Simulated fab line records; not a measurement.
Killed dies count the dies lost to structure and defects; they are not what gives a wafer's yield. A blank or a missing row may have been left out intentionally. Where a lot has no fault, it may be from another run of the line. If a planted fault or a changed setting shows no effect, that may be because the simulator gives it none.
A struck lot beside a sound one | flow rit-cmos | 18 out of 202 route steps
Sound: wafers L943.2, L943.3, L943.5. Struck: wafers L951.2, L951.5 (left out: L951.4, a lot-mate that was not struck); the cause follows at the end.
Per side, at each step with rows, come the tool, then ch with its chambers, and then its first start. Under that, the readings that differ: sound wafers | struck wafers | difference of the means | sigmas: that difference in standard deviations of wafers without a fault.
alike: same words and numbers on both sides, and readings whose means sit less than 2 such deviations apart. not compared: any withheld reading, any reading some wafer has no value for, any bound like >300 that may hide the same value, and any number with overlapping values for which the record gives no deviation.
Wherever a step has rows on one side only, a row that says differs or no value, or a row with sigmas, the two part there. When numbers do not overlap yet have no deviation, they are printed without sigmas and do not part them. A reading missing from all wafers of one side parts the sides only when that side holds two or more wafers.

RIT_M1_SPUTTER_00: material Al, target thk 400 nm, time 500 s.
  sound: pvd-sputter-04 at day 5 12:57; struck: pvd-sputter-02 at day 7 07:42
  alike: throttle-valve-pct
RIT_M1_RS_MEAS_01: uses a four-point probe to measure.
  sound: film-metro-01 at day 5 13:16; struck: film-metro-01 at day 7 08:18
  reading           | sound                | struck        | difference | sigmas
  M1_AL_RS (ohm/sq) | 0.0726 0.0729 0.0728 | 0.0748 0.0742 | +0.0017    | +2
RIT_M1_THK_MEAS_02: measures by xrf.
  sound: film-metro-01 at day 5 13:23; struck: film-metro-01 at day 7 08:25
  reading        | sound       | struck  | difference | sigmas
  M1_AL_THK (nm) | 403 400 400 | 388 392 | -11        | -2
then, 6 steps without rows for these wafers: RIT_M1_HMDS_03 (prime time 60 s); RIT_M1_COAT_04 (resist thk 1300 nm); RIT_M1_SOFTBAKE_05 (time 60 s); RIT_M1_EXPOSE_06 (exposes mask M12, target cd 2600 nm); RIT_M1_PEB_07; RIT_M1_DEVELOP_08 (develop time 68 s).
RIT_M1_CD_MEAS_09: the cd target is 2600 nm.
  sound: cd-sem-02 at day 5 14:27; struck: cd-sem-02 at day 7 09:22
  alike: cd-nm
RIT_M1_OVL_MEAS_10:
  sound: overlay-02 at day 5 14:34; struck: overlay-01 at day 7 09:29
  alike: M1_OVL
then, 1 step without rows for these wafers: RIT_M1_HARDBAKE_11 (time 120 s).
RIT_M1_METAL_ETCH_12: etches Al in Cl2/BCl3, stops on SiO2, time 165 s, target depth 600 nm.
  sound on rie-metal-01 ch 0, day 5 14:50; struck on rie-metal-01 ch 1, day 7 09:46
  reading                                 | sound             | struck      | difference | sigmas
  rf-fwd-power-W (W)                      | 249.1 249.0 249.6 | 348.1 348.3 | +99.0      | +99 or more
  throttle-valve-pct (%)                  | 8.10 8.12 8.10    | 8.25 8.26   | +0.15      | +2
  model.NOVOLAK_of_M1_COAT_04.thk-nm (nm) | 812.7 810.2 816.2 | 685 688.2   | -126       |
  model.M1.cd-nm (nm)                     | 2602 2603 2603    | 2582 2579   | -22        |
  model.M1.feature-depth-nm (nm)          | 436.1 434.2 435.2 | 438.4 441.8 | +4.9       |
  alike: drypump-motor-current-A, oes-product-au
  not compared: rf-hours-counter-h
then, 1 step without rows for these wafers: RIT_M1_STRIP_13 (strips in nmp, time 600 s).
RIT_M1_STRIP_14: strips in O2, time 180 s.
  sound on plasma-asher-02 ch 0,1, day 5 15:11; struck on plasma-asher-01 ch 0,1, day 7 10:07
  alike: drypump-motor-current-A
  not compared: rf-hours-counter-h
RIT_M1_CD_MEAS_90: the cd target is 2600 nm.
  sound: cd-sem-02 at day 5 15:25; struck: cd-sem-01 at day 7 10:19
  reading    | sound          | struck    | difference | sigmas
  cd-nm (nm) | 2603 2603 2603 | 2582 2578 | -23        | -7
then, 1 step without rows for these wafers: RIT_M1_ANNEAL_15 (time 1767 s).
RIT_M1_PROBE_99:
  sound: prober-01 at day 5 17:11; struck: prober-02 at day 7 12:05
  reading                                 | sound                        | struck            | difference | sigmas
  model.etest.m1.width-nm (nm)            | 2599 2603 2608               | 2577 2576         | -27        |
  model.etest.antenna-m1.gate-log10-a-cm2 | -5.924 -5.969 -6.252         | -4.749 -4.997     | +1.175     |
  model.etest.antenna-m1.vt-shift-v (V)   | -0.007438 -0.008862 -0.01212 | -0.05092 -0.05249 | -0.04223   |
  alike: defect-limited-yield, killed-at-contacts, killed-at-front-end, killed-dies, killed-open, killed-short, sort_bin_3_pad_short, sort_bin_5_function, sort_bin_6_memory, sort-n-pass, sort-yield-pct

## WHERE THEY PART
Earliest at RIT_M1_RS_MEAS_01; latest, in this record, at RIT_M1_CD_MEAS_90. Later steps at which nothing parts them and some readings are alike: RIT_M1_PROBE_99.

WHY: whatever the simulator had introduced
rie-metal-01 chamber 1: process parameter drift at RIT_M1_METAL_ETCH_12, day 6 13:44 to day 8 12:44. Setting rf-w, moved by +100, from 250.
